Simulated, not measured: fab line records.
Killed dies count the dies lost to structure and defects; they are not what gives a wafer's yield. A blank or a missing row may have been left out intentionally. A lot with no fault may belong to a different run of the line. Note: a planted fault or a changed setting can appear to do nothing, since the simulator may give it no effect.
fab line records :: flow berkeleyCmos170 :: part 2 of 2: steps 28 to 38 of 38
record:
  lots: 5
  wafers: 15
  lastDay: 12
route steps=331 shown M1@250 V1@254 M2@271
lots that met no fault: from a run of the same line without faults
startH: hours from the record's opening day to when the first of the lot's shown wafers began :: waitH: hours elapsed since this lot's preceding step :: " identical to the entry in the row above :: L1.1+2: a row that stands for several wafers :: - value missing, or start not given :: * or withheld: withheld :: < > ~ a bound
route shown NAME@n: NAME is a module with steps in the file, n the number in the route of the first one :: usual: mean and standard deviation over wafers with no fault :: same: alike in all rows :: chamber/n: place in a boat :: sites: readings site by site :: _std_site: how widely they spread, as a standard deviation :: _edge_site: the outer-site mean with the inner-site mean subtracted :: radiusMm: for every site, how far away it sits from the centre of the wafer :: mask NAME#n: copy n :: behind: the last tool/chamber to shape the wafer :: hold: the reason the lot was held/the length of the hold in hours/how it ended :: device: names the non-switching transistor (n, p or np) :: end of line: the route-end tests of the same wafers :: a step without rows: its recipe alone :: killed: count of dies lost to structure and defects at first sort (not the wafer's yield) :: map: a wafer's dies, marking killed ones x, the rest . and places with no die _
set.NAME: the setting the step ran with; set.NAME@STEP: the setting that earlier step ran with :: model.NAME: the simulator's own value behind a step, which no gauge read
certain route steps with their lots: each step a table, each wafer a row
services: a tool's chamber out of use, with start hour (startH, from the record's first day; less than 0 if before it), hours out, and reason
== steps ==
step: UCB170_M2_SOFTBAKE_06
recipe:
  resist: KrF
  tempC: 130
  timeS: 60
usual:
  plateTempC: 129.99/0.13
lot.wafer: L078.1
tool: lithoTrack-02
chamber: 0
startH: 204.90
waitH: 0.1
plateTempC: 130.00

lot.wafer: L078.2
tool: lithoTrack-02
chamber: 0
startH: 204.90
waitH: 0.1
plateTempC: 130.21

lot.wafer: L078.5
tool: lithoTrack-02
chamber: 0
startH: 204.90
waitH: 0.1
plateTempC: 130.15

lot.wafer: L081.3
tool: lithoTrack-02
chamber: 0
startH: 216.54
waitH: 0.1
plateTempC: 130.00

lot.wafer: L081.4
tool: lithoTrack-02
chamber: 0
startH: 216.54
waitH: 0.1
plateTempC: 129.72

lot.wafer: L081.5
tool: lithoTrack-02
chamber: 0
startH: 216.54
waitH: 0.1
plateTempC: 130.11

lot.wafer: L084.2
tool: lithoTrack-01
chamber: 0
startH: 231.69
waitH: 0.1
plateTempC: 130.01

lot.wafer: L084.3
tool: lithoTrack-01
chamber: 0
startH: 231.69
waitH: 0.1
plateTempC: 129.86

lot.wafer: L084.6
tool: lithoTrack-01
chamber: 0
startH: 231.69
waitH: 0.1
plateTempC: 130.15

lot.wafer: L085.1
tool: lithoTrack-01
chamber: 0
startH: 241.02
waitH: 0.1
plateTempC: 130.08

lot.wafer: L085.4
tool: lithoTrack-01
chamber: 0
startH: 241.02
waitH: 0.1
plateTempC: 130.05

lot.wafer: L085.5
tool: lithoTrack-01
chamber: 0
startH: 241.02
waitH: 0.1
plateTempC: 130.00

lot.wafer: L091.1
tool: lithoTrack-04
chamber: 0
startH: 266.84
waitH: 0.1
plateTempC: 129.97

lot.wafer: L091.3
tool: lithoTrack-04
chamber: 0
startH: 266.84
waitH: 0.1
plateTempC: 130.08

lot.wafer: L091.6
tool: lithoTrack-04
chamber: 0
startH: 266.84
waitH: 0.1
plateTempC: 129.97
step: UCB170_M2_STRIP_07
recipe:
  chemistry: O2
  powerW: 400
  pressureMtorr: 3500
  platenTempC: withheld
  o2FlowSccm: 400
  overashFraction: 0.5
usual:
  drypumpMotorCurrentA: 5.69/0.29
  oesProductAu: 0.734/0.004
  stripTimeToEndpointS: 21.99/0.068
lot.wafer: L078.1
tool: plasmaAsher-02
chamber: 0
startH: 205.05
waitH: 0.1
drypumpMotorCurrentA: 5.80
oesProductAu: 0.733
rfHoursCounterH: 10
stripTimeToEndpointS: 22.05

lot.wafer: L078.2
tool: plasmaAsher-02
chamber: 1
startH: 205.05
waitH: 0.1
drypumpMotorCurrentA: 5.87
oesProductAu: 0.731
rfHoursCounterH: 10
stripTimeToEndpointS: 22.07

lot.wafer: L078.5
tool: plasmaAsher-02
chamber: 0
startH: 205.05
waitH: 0.1
drypumpMotorCurrentA: 5.78
oesProductAu: 0.736
rfHoursCounterH: -
stripTimeToEndpointS: 22.05

lot.wafer: L081.3
tool: plasmaAsher-02
chamber: 0
startH: 216.67
waitH: 0.1
drypumpMotorCurrentA: 5.76
oesProductAu: 0.735
rfHoursCounterH: -
stripTimeToEndpointS: 21.95

lot.wafer: L081.4
tool: plasmaAsher-02
chamber: 1
startH: 216.67
waitH: 0.1
drypumpMotorCurrentA: 5.90
oesProductAu: 0.729
rfHoursCounterH: -
stripTimeToEndpointS: 22.05

lot.wafer: L081.5
tool: plasmaAsher-02
chamber: 0
startH: 216.67
waitH: 0.1
drypumpMotorCurrentA: 5.74
oesProductAu: 0.735
rfHoursCounterH: -
stripTimeToEndpointS: 21.91

lot.wafer: L084.2
tool: plasmaAsher-02
chamber: 1
startH: 231.82
waitH: 0.1
drypumpMotorCurrentA: 5.89
oesProductAu: 0.730
rfHoursCounterH: 14
stripTimeToEndpointS: 21.94

lot.wafer: L084.3
tool: plasmaAsher-02
chamber: 1
startH: 231.82
waitH: 0.1
drypumpMotorCurrentA: 5.90
oesProductAu: 0.731
rfHoursCounterH: -
stripTimeToEndpointS: 21.92

lot.wafer: L084.6
tool: plasmaAsher-02
chamber: 1
startH: 231.82
waitH: 0.1
drypumpMotorCurrentA: 5.88
oesProductAu: 0.727
rfHoursCounterH: -
stripTimeToEndpointS: 21.95

lot.wafer: L085.1
tool: plasmaAsher-04
chamber: 0
startH: 241.17
waitH: 0.1
drypumpMotorCurrentA: 5.93
oesProductAu: 0.744
rfHoursCounterH: 45
stripTimeToEndpointS: 22.04

lot.wafer: L085.4
tool: plasmaAsher-04
chamber: 0
startH: 241.17
waitH: 0.1
drypumpMotorCurrentA: 5.91
oesProductAu: 0.730
rfHoursCounterH: -
stripTimeToEndpointS: 21.96

lot.wafer: L085.5
tool: plasmaAsher-04
chamber: 1
startH: 241.17
waitH: 0.1
drypumpMotorCurrentA: 5.05
oesProductAu: 0.729
rfHoursCounterH: -
stripTimeToEndpointS: 21.98

lot.wafer: L091.1
tool: plasmaAsher-04
chamber: 1
startH: 266.99
waitH: 0.1
drypumpMotorCurrentA: 5.03
oesProductAu: 0.733
rfHoursCounterH: 47
stripTimeToEndpointS: 21.96

lot.wafer: L091.3
tool: plasmaAsher-04
chamber: 0
startH: 266.99
waitH: 0.1
drypumpMotorCurrentA: 5.89
oesProductAu: 0.734
rfHoursCounterH: -
stripTimeToEndpointS: 21.99

lot.wafer: L091.6
tool: plasmaAsher-04
chamber: 0
startH: 266.99
waitH: 0.1
drypumpMotorCurrentA: 5.89
oesProductAu: 0.732
rfHoursCounterH: -
stripTimeToEndpointS: 21.98
step: UCB170_M2_STRIP_08
recipe:
  chemistry: DMSO
  tempC: 80
  timeS: 600
  material: KrF
lot.wafer: L078.1+2+5
tool: wetBench-02
chamber: 1
startH: 205.22
waitH: 0.1

lot.wafer: L081.3+4+5
tool: wetBench-02
chamber: 1
startH: 217.08
waitH: 0.4

lot.wafer: L084.2+3+6
tool: wetBench-02
chamber: 3
startH: 232.09
waitH: 0.2

lot.wafer: L085.1+4+5
tool: wetBench-02
chamber: 0
startH: 241.27
waitH: 0.1

lot.wafer: L091.1+3+6
tool: wetBench-02
chamber: 1
startH: 267.09
waitH: 0.1
step: UCB170_M2_COAT_09
recipe:
  resist: BARC
  tempC: withheld
  timeS: withheld
  spinRpm: 3000
  resistThkNm: withheld
lot.wafer: L078.1+2+5
tool: lithoTrack-04
chamber: 0
startH: 205.40
waitH: 0.0

lot.wafer: L081.3+4+5
tool: lithoTrack-04
chamber: 0
startH: 217.30
waitH: 0.1

lot.wafer: L084.2+3+6
tool: lithoTrack-01
chamber: 0
startH: 232.74
waitH: 0.5

lot.wafer: L085.1+4+5
tool: lithoTrack-04
chamber: 0
startH: 241.46
waitH: 0.0

lot.wafer: L091.1+3+6
tool: lithoTrack-01
chamber: 0
startH: 267.27
waitH: 0.0
step: UCB170_M2_COAT_10
recipe:
  resist: KrF
  spinRpm: 1500
  resistThkNm: 900
lot.wafer: L078.1+2+5
tool: lithoTrack-04
chamber: 0
startH: -
waitH: -

lot.wafer: L081.3+4+5
tool: lithoTrack-04
chamber: 0
startH: -
waitH: -

lot.wafer: L084.2+3+6
tool: lithoTrack-01
chamber: 0
startH: -
waitH: -

lot.wafer: L085.1+4+5
tool: lithoTrack-04
chamber: 0
startH: -
waitH: -

lot.wafer: L091.1+3+6
tool: lithoTrack-01
chamber: 0
startH: -
waitH: -
step: UCB170_M2_SOFTBAKE_11
recipe:
  resist: KrF
  tempC: 130
  timeS: 57.13
usual:
  plateTempC: 129.99/0.16
lot.wafer: L078.1
tool: lithoTrack-04
chamber: 0
startH: -
waitH: -
plateTempC: 129.91

lot.wafer: L078.2
tool: lithoTrack-04
chamber: 0
startH: -
waitH: -
plateTempC: 129.71

lot.wafer: L078.5
tool: lithoTrack-04
chamber: 0
startH: -
waitH: -
plateTempC: 129.87

lot.wafer: L081.3
tool: lithoTrack-04
chamber: 0
startH: -
waitH: -
plateTempC: 130.05

lot.wafer: L081.4
tool: lithoTrack-04
chamber: 0
startH: -
waitH: -
plateTempC: 130.07

lot.wafer: L081.5
tool: lithoTrack-04
chamber: 0
startH: -
waitH: -
plateTempC: 130.04

lot.wafer: L084.2
tool: lithoTrack-01
chamber: 0
startH: -
waitH: -
plateTempC: 130.10

lot.wafer: L084.3
tool: lithoTrack-01
chamber: 0
startH: -
waitH: -
plateTempC: 129.81

lot.wafer: L084.6
tool: lithoTrack-01
chamber: 0
startH: -
waitH: -
plateTempC: 129.87

lot.wafer: L085.1
tool: lithoTrack-04
chamber: 0
startH: -
waitH: -
plateTempC: 130.22

lot.wafer: L085.4
tool: lithoTrack-04
chamber: 0
startH: -
waitH: -
plateTempC: 130.22

lot.wafer: L085.5
tool: lithoTrack-04
chamber: 0
startH: -
waitH: -
plateTempC: 130.25

lot.wafer: L091.1
tool: lithoTrack-01
chamber: 0
startH: -
waitH: -
plateTempC: 129.99

lot.wafer: L091.3
tool: lithoTrack-01
chamber: 0
startH: -
waitH: -
plateTempC: 129.98

lot.wafer: L091.6
tool: lithoTrack-01
chamber: 0
startH: -
waitH: -
plateTempC: 130.08
step: UCB170_M2_EXPOSE_12
recipe:
  maskId: METAL2
  targetCdNm: 700
  na: 0.5
  sigmaOuter: 0.6
  sourceShape: conventional
  doseMj: 26
usual:
  reticleTempC: 22.97/0.084
lot.wafer: L078.1
tool: krfScanner-01
chamber: 0
startH: 205.85
waitH: -
mask: METAL2#0
reticleTempC: 23.00

lot.wafer: L078.2
tool: krfScanner-01
chamber: 0
startH: 205.85
waitH: -
mask: METAL2#0
reticleTempC: 23.08

lot.wafer: L078.5
tool: krfScanner-01
chamber: 0
startH: 205.85
waitH: -
mask: METAL2#0
reticleTempC: 22.92

lot.wafer: L081.3
tool: krfScanner-01
chamber: 0
startH: 217.74
waitH: -
mask: METAL2#0
reticleTempC: 22.97

lot.wafer: L081.4
tool: krfScanner-01
chamber: 0
startH: 217.74
waitH: -
mask: METAL2#0
reticleTempC: 22.95

lot.wafer: L081.5
tool: krfScanner-01
chamber: 0
startH: 217.74
waitH: -
mask: METAL2#0
reticleTempC: 22.88

lot.wafer: L084.2
tool: krfScanner-02
chamber: 0
startH: 233.31
waitH: -
mask: METAL2#0
reticleTempC: 22.95

lot.wafer: L084.3
tool: krfScanner-02
chamber: 0
startH: 233.31
waitH: -
mask: METAL2#0
reticleTempC: 22.96

lot.wafer: L084.6
tool: krfScanner-02
chamber: 0
startH: 233.31
waitH: -
mask: METAL2#0
reticleTempC: 22.94

lot.wafer: L085.1
tool: krfScanner-01
chamber: 0
startH: 242.08
waitH: -
mask: METAL2#0
reticleTempC: 22.95

lot.wafer: L085.4
tool: krfScanner-01
chamber: 0
startH: 242.08
waitH: -
mask: METAL2#0
reticleTempC: 22.94

lot.wafer: L085.5
tool: krfScanner-01
chamber: 0
startH: 242.08
waitH: -
mask: METAL2#0
reticleTempC: 22.90

lot.wafer: L091.1
tool: krfScanner-02
chamber: 0
startH: 267.84
waitH: -
mask: METAL2#0
reticleTempC: 22.75

lot.wafer: L091.3
tool: krfScanner-02
chamber: 0
startH: 267.84
waitH: -
mask: METAL2#0
reticleTempC: 23.11

lot.wafer: L091.6
tool: krfScanner-02
chamber: 0
startH: 267.84
waitH: -
mask: METAL2#0
reticleTempC: 23.01
step: UCB170_M2_PEB_13
recipe:
  pebTempC: 130
  pebTimeS: withheld
  resist: KrF
usual:
  plateTempC: 130.01/0.15
lot.wafer: L078.1
tool: lithoTrack-02
chamber: 0
startH: 206.24
waitH: 0.4
plateTempC: 130.11

lot.wafer: L078.2
tool: lithoTrack-02
chamber: 0
startH: 206.24
waitH: 0.4
plateTempC: 129.84

lot.wafer: L078.5
tool: lithoTrack-02
chamber: 0
startH: 206.24
waitH: 0.4
plateTempC: 130.01

lot.wafer: L081.3
tool: lithoTrack-02
chamber: 0
startH: 217.87
waitH: 0.1
plateTempC: 130.02

lot.wafer: L081.4
tool: lithoTrack-02
chamber: 0
startH: 217.87
waitH: 0.1
plateTempC: 129.85

lot.wafer: L081.5
tool: lithoTrack-02
chamber: 0
startH: 217.87
waitH: 0.1
plateTempC: 129.86

lot.wafer: L084.2
tool: lithoTrack-02
chamber: 0
startH: 233.90
waitH: 0.6
plateTempC: 129.94

lot.wafer: L084.3
tool: lithoTrack-02
chamber: 0
startH: 233.90
waitH: 0.6
plateTempC: 129.91

lot.wafer: L084.6
tool: lithoTrack-02
chamber: 0
startH: 233.90
waitH: 0.6
plateTempC: 129.94

lot.wafer: L085.1
tool: lithoTrack-04
chamber: 0
startH: 242.19
waitH: 0.1
plateTempC: 130.12

lot.wafer: L085.4
tool: lithoTrack-04
chamber: 0
startH: 242.19
waitH: 0.1
plateTempC: 130.20

lot.wafer: L085.5
tool: lithoTrack-04
chamber: 0
startH: 242.19
waitH: 0.1
plateTempC: 130.05

lot.wafer: L091.1
tool: lithoTrack-04
chamber: 0
startH: 267.96
waitH: 0.1
plateTempC: 129.70

lot.wafer: L091.3
tool: lithoTrack-04
chamber: 0
startH: 267.96
waitH: 0.1
plateTempC: 129.86

lot.wafer: L091.6
tool: lithoTrack-04
chamber: 0
startH: 267.96
waitH: 0.1
plateTempC: 129.87
step: UCB170_M2_DEVELOP_14
recipe:
  developer: TMAH
  developTimeS: 45
  resist: KrF
  devTempC: 21
same:
  developTimeS: 45
lot.wafer: L078.1+2+5
tool: lithoTrack-02
chamber: 0
startH: -
waitH: -

lot.wafer: L081.3+4+5
tool: lithoTrack-02
chamber: 0
startH: -
waitH: -

lot.wafer: L084.2+3+6
tool: lithoTrack-02
chamber: 0
startH: -
waitH: -

lot.wafer: L085.1+4+5
tool: lithoTrack-04
chamber: 0
startH: -
waitH: -

lot.wafer: L091.1+3+6
tool: lithoTrack-04
chamber: 0
startH: -
waitH: -
step: UCB170_M2_CD_MEAS_15
recipe:
  targetCdNm: 700
usual:
  cdNm: 700.8/1.2
lot.wafer: L078.1
tool: cdSem-01
chamber: -
startH: 206.51
waitH: -
cdNm: 701.3

lot.wafer: L078.2
tool: cdSem-01
chamber: -
startH: 206.51
waitH: -
cdNm: 700.1

lot.wafer: L078.5
tool: cdSem-01
chamber: -
startH: 206.51
waitH: -
cdNm: 701.1

lot.wafer: L081.3
tool: cdSem-02
chamber: -
startH: 218.13
waitH: -
cdNm: 700.8

lot.wafer: L081.4
tool: cdSem-02
chamber: -
startH: 218.13
waitH: -
cdNm: 701.9

lot.wafer: L081.5
tool: cdSem-02
chamber: -
startH: 218.13
waitH: -
cdNm: 699.8

lot.wafer: L084.2
tool: cdSem-01
chamber: -
startH: 234.17
waitH: -
cdNm: 699.8

lot.wafer: L084.3
tool: cdSem-01
chamber: -
startH: 234.17
waitH: -
cdNm: 701.0

lot.wafer: L084.6
tool: cdSem-01
chamber: -
startH: 234.17
waitH: -
cdNm: 700.2

lot.wafer: L085.1
tool: cdSem-01
chamber: -
startH: 242.47
waitH: -
cdNm: 700.3

lot.wafer: L085.4
tool: cdSem-01
chamber: -
startH: 242.47
waitH: -
cdNm: 700.5

lot.wafer: L085.5
tool: cdSem-01
chamber: -
startH: 242.47
waitH: -
cdNm: 700.3

lot.wafer: L091.1
tool: cdSem-02
chamber: -
startH: 268.24
waitH: -
cdNm: 698.6

lot.wafer: L091.3
tool: cdSem-02
chamber: -
startH: 268.24
waitH: -
cdNm: 700.4

lot.wafer: L091.6
tool: cdSem-02
chamber: -
startH: 268.24
waitH: -
cdNm: 700.9
step: UCB170_M2_OVL_MEAS_16
usual:
  M2_OVL: -3/4.3
lot.wafer: L078.1
tool: overlay-02
chamber: -
startH: 206.63
waitH: 0.1
M2_OVL[nm]: -9

lot.wafer: L078.2
tool: overlay-02
chamber: -
startH: 206.63
waitH: 0.1
M2_OVL[nm]: -7

lot.wafer: L078.5
tool: overlay-02
chamber: -
startH: 206.63
waitH: 0.1
M2_OVL[nm]: 3

lot.wafer: L081.3
tool: overlay-02
chamber: -
startH: 218.22
waitH: 0.1
M2_OVL[nm]: -4

lot.wafer: L081.4
tool: overlay-02
chamber: -
startH: 218.22
waitH: 0.1
M2_OVL[nm]: -12

lot.wafer: L081.5
tool: overlay-02
chamber: -
startH: 218.22
waitH: 0.1
M2_OVL[nm]: -8

lot.wafer: L084.2
tool: overlay-01
chamber: -
startH: 234.27
waitH: 0.1
M2_OVL[nm]: -9

lot.wafer: L084.3
tool: overlay-01
chamber: -
startH: 234.27
waitH: 0.1
M2_OVL[nm]: 2

lot.wafer: L084.6
tool: overlay-01
chamber: -
startH: 234.27
waitH: 0.1
M2_OVL[nm]: 0

lot.wafer: L085.1
tool: overlay-01
chamber: -
startH: 242.59
waitH: 0.1
M2_OVL[nm]: 2

lot.wafer: L085.4
tool: overlay-01
chamber: -
startH: 242.59
waitH: 0.1
M2_OVL[nm]: 1

lot.wafer: L085.5
tool: overlay-01
chamber: -
startH: 242.59
waitH: 0.1
M2_OVL[nm]: 3

lot.wafer: L091.1
tool: overlay-01
chamber: -
startH: 268.36
waitH: 0.1
M2_OVL[nm]: -3

lot.wafer: L091.3
tool: overlay-01
chamber: -
startH: 268.36
waitH: 0.1
M2_OVL[nm]: 9

lot.wafer: L091.6
tool: overlay-01
chamber: -
startH: 268.36
waitH: 0.1
M2_OVL[nm]: 4
== services ==
tool: rieMetal-01
chamber: 0
startH: 179.34
hours: 21.7
kind: repair

tool: cmp-02
chamber: -
startH: 191.36
hours: 0.7
kind: repair

tool: rieMetal-01
chamber: -
startH: 201.46
hours: 0.3
kind: repair

tool: wetBench-01
chamber: -
startH: 210.67
hours: 4.9
kind: repair

tool: krfScanner-01
chamber: -
startH: 212.82
hours: 1.3
kind: pm

tool: plasmaAsher-04
chamber: -
startH: 221.93
hours: 5.0
kind: repair

tool: rieDiel-01
chamber: 0
startH: 222.67
hours: 13.2
kind: repair

tool: pvdSputter-04
chamber: -
startH: 222.88
hours: 5.4
kind: repair

tool: krfScanner-01
chamber: 0
startH: 225.48
hours: -
kind: calibration

tool: rieDiel-04
chamber: 2
startH: 230.42
hours: 2.7
kind: repair

tool: cmp-01
chamber: -
startH: 231.19
hours: 5.7
kind: pm

tool: cmp-01
chamber: -
startH: 236.86
hours: 4.1
kind: pm

tool: krfScanner-02
chamber: -
startH: 237.70
hours: 3.0
kind: repair

tool: rieMetal-01
chamber: -
startH: 237.99
hours: 1.2
kind: repair

tool: krfScanner-02
chamber: -
startH: 238.10
hours: 1.9
kind: repair

tool: cmp-01
chamber: -
startH: 240.92
hours: 4.0
kind: pm

tool: pecvd-02
chamber: -
startH: 242.50
hours: 14.0
kind: pm

tool: cmp-02
chamber: -
startH: 246.42
hours: 4.4
kind: pm

tool: krfScanner-02
chamber: -
startH: 247.37
hours: 1.0
kind: repair

tool: rieMetal-04
chamber: 0
startH: 250.44
hours: 14.4
kind: repair

tool: plasmaAsher-02
chamber: -
startH: 254.88
hours: 3.2
kind: repair

tool: pecvd-03
chamber: -
startH: 255.32
hours: 0.7
kind: repair

tool: rieDiel-01
chamber: 3
startH: 259.51
hours: -
kind: clean

tool: pecvd-02
chamber: -
startH: 267.79
hours: 2.2
kind: repair
